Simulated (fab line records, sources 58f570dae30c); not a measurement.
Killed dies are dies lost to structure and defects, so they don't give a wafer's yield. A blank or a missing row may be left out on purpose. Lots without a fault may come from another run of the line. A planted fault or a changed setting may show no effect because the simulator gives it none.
Which tool did it? | flow berkeley_cmos170 | 10 lots, 30 wafers sampled, at 4 steps of a route of 331

WHAT THE GAUGES READ, wafer by wafer
UCB170_SPACER_THK_MEAS_01. Usual: SPACER_TEOS_THK 376 nm, standard deviation 5.1.
lot  | measured     | on            | SPACER_TEOS_THK (nm) | flag
L735 | day 6 06:26  | film_metro-03 | 370 371 372          |
L737 | day 6 06:27  | film_metro-02 | 376 383 376          |
L736 | day 6 07:02  | film_metro-03 | 374 379 383          |
L738 | day 6 15:55  | film_metro-02 | 376 382 383          |
L739 | day 6 17:00  | film_metro-01 | 380 377 380          |
L740 | day 7 05:21  | film_metro-03 | 378 380 379          |
L741 | day 7 12:16  | film_metro-02 | 376 376 380          |
L742 | day 8 01:04  | film_metro-03 | 375 375 376          |
L746 | day 8 10:58  | film_metro-02 | 376 370 381          |
L756 | day 10 21:50 | film_metro-02 | 380 373 385          |

UCB170_CONTACT_THK_MEAS_02. Usual: CONTACT_PSG_THK 703 nm, standard deviation 6.2.
lot  | measured     | on            | CONTACT_PSG_THK (nm) | flag
L735 | day 6 22:02  | film_metro-02 | 701 701 701          |
L737 | day 6 20:17  | film_metro-04 | 693 700 691          |
L736 | day 6 20:28  | film_metro-03 | 700 707 704          |
L738 | day 7 05:34  | film_metro-02 | 691 685 691          |
L739 | day 7 04:54  | film_metro-04 | 700 694 695          |
L740 | day 7 18:23  | film_metro-02 | 698 697 699          |
L741 | day 8 01:16  | film_metro-02 | 690 695 695          |
L742 | day 8 12:54  | film_metro-02 | 706 707 709          |
L746 | day 8 22:53  | film_metro-04 | 841 846 842          | OFF
L756 | day 11 09:48 | film_metro-03 | 698 702 703          |

WHICH TOOL RAN EACH LOT (tool, then ch and the chambers of the sampled wafers, then the start)
lot  | UCB170_SDANNEAL_RTA_01           | UCB170_CONTACT_CVD_01
L735 | rtp_anneal-02 ch 0, day 6 17:52  | lpcvd-02 ch 1, day 6 20:16
L737 | rtp_anneal-02 ch 0, day 6 17:20  | lpcvd-02 ch 1, day 6 18:29
L736 | rtp_anneal-01 ch 0, day 6 17:34  | lpcvd-01 ch 1, day 6 18:40
L738 | rtp_anneal-01 ch 0, day 7 01:49  | lpcvd-02 ch 0, day 7 02:53
L739 | rtp_anneal-02 ch 0, day 7 01:59  | lpcvd-01 ch 0, day 7 03:05
L740 | rtp_anneal-01 ch 0, day 7 15:26  | lpcvd-02 ch 1, day 7 16:35
L741 | rtp_anneal-02 ch 0, day 7 21:07  | lpcvd-02 ch 1, day 7 23:29
L742 | rtp_anneal-01 ch 0, day 8 09:55  | lpcvd-01 ch 0, day 8 11:07
L746 | rtp_anneal-02 ch 0, day 8 19:03  | lpcvd-02 ch 1, day 8 20:13
L756 | rtp_anneal-02 ch 0, day 11 06:27 | lpcvd-01 ch 1, day 11 08:00
- UCB170_SDANNEAL_RTA_01: time 5 s.
- UCB170_CONTACT_CVD_01: deposits PSG from SiH4/O2/PH3, target thk 700 nm, time 2820 s.

WHAT THE TOOLS THEMSELVES READ (means of the sampled wafers that have a number; where no wafer has one, the mark that the record gives instead)
UCB170_SDANNEAL_RTA_01. Usual: anneal_temp_c_max 1054.2, standard deviation 0.9; chamber_o2_ppm 1.998, standard deviation 0.023; lamp_power_pct 42 %, standard deviation 6.7; wafer_temp_C_max 1055.6, standard deviation 1.2.
lot  | tool          | anneal_temp_c_max | chamber_o2_ppm | lamp_power_pct (%) | wafer_temp_C_max | flag
L735 | rtp_anneal-02 | 1053.6            | 1.982          | 49                 | 1054.9           |
L737 | rtp_anneal-02 | 1053.4            | 1.994          | 49                 | 1056.0           |
L736 | rtp_anneal-01 | 1055.0            | 2.011          | 36                 | 1055.8           |
L738 | rtp_anneal-01 | 1054.5            | 2.000          | 36                 | 1056.0           |
L739 | rtp_anneal-02 | 1054.1            | 1.987          | 49                 | 1055.2           |
L740 | rtp_anneal-01 | 1055.1            | 1.969          | 36                 | 1055.3           |
L741 | rtp_anneal-02 | 1052.5            | 2.025          | 49                 | 1054.7           |
L742 | rtp_anneal-01 | 1054.1            | 2.026          | 36                 | 1054.3           |
L746 | rtp_anneal-02 | 1054.0            | 2.017          | 49                 | 1054.3           |
L756 | rtp_anneal-02 | 1053.6            | 1.976          | 49                 | 1055.4           |

UCB170_CONTACT_CVD_01. Usual: spike_tc_centre_C 452.5 C, standard deviation 1.1; spike_tc_load_C 468 C, standard deviation 3.3; spike_tc_source_C 466.2 C, standard deviation 2.2; susceptor_temp_C 449.97 C, standard deviation 0.22.
lot  | tool     | spike_tc_centre_C (C) | spike_tc_load_C (C) | spike_tc_source_C (C) | susceptor_temp_C (C) | flag
L735 | lpcvd-02 | 452.6                 | 472                 | 468.3                 | 450.16               |
L737 | lpcvd-02 | 452.4                 | 470                 | 467.7                 | 449.99               |
L736 | lpcvd-01 | 452.5                 | 466                 | 467.1                 | 449.93               |
L738 | lpcvd-02 | 451.5                 | 473                 | 464.2                 | 449.98               |
L739 | lpcvd-01 | 452.6                 | 463                 | 465.1                 | 450.25               |
L740 | lpcvd-02 | 452.3                 | 472                 | 467.9                 | 449.83               |
L741 | lpcvd-02 | 452.1                 | 471                 | 468.4                 | 449.75               |
L742 | lpcvd-01 | 452.1                 | 464                 | 464.9                 | 450.12               |
L746 | lpcvd-02 | 472.5                 | 491                 | 489.3                 | 470.30               | OFF
L756 | lpcvd-01 | 452.3                 | 466                 | 467.2                 | 450.18               |

THE ANSWER, worked out from the rows above alone
Rule: a lot is off if the mean of its wafers that have a number lies more than 3 standard deviations from the usual mean. A lot without any number at a reading at which 4 lots or more have one is off too. The other lots that the step has rows for count as sound. The gauges are gone through in route order, then the tools' own readings, and for those a lot's mean is taken as printed above. The first step at which some lot is off is used, and at that step the reading that is off furthest; a lot without a number counts as furthest.
Off: L746, at UCB170_CONTACT_THK_MEAS_02 (CONTACT_PSG_THK).
A tool fits if, at a process step before that reading, it ran every lot that is off, and no sound lot after the first of them. The gauges at UCB170_CONTACT_THK_MEAS_02 aren't tried: what is off there is off at UCB170_CONTACT_CVD_01 too, on other tools, and a gauge's error can't cause that. One fits: lpcvd-02 at UCB170_CONTACT_CVD_01. Its last sound lot is L741 (day 7 23:29), its first lot that is off L746 (day 8 20:13): a fault that began between those two fits.
The tool's own readings at UCB170_CONTACT_CVD_01 bear it out: on the lots that are off they differ by more than 5 times the standard deviation of the sound lots' means. spike_tc_centre_C reads 472.5 C there against 452.3 C on the sound lots; spike_tc_load_C reads 491 C there against 469 C on the sound lots; spike_tc_source_C reads 489.3 C there against 466.8 C on the sound lots; susceptor_temp_C reads 470.30 C there against 450.02 C on the sound lots.

WHAT THE SIMULATOR HAD PUT IN
Process parameter drift: lpcvd-02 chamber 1, from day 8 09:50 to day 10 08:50, at UCB170_CONTACT_CVD_01. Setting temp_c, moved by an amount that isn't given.
Lots struck among those shown: L746. The rule above found the same.
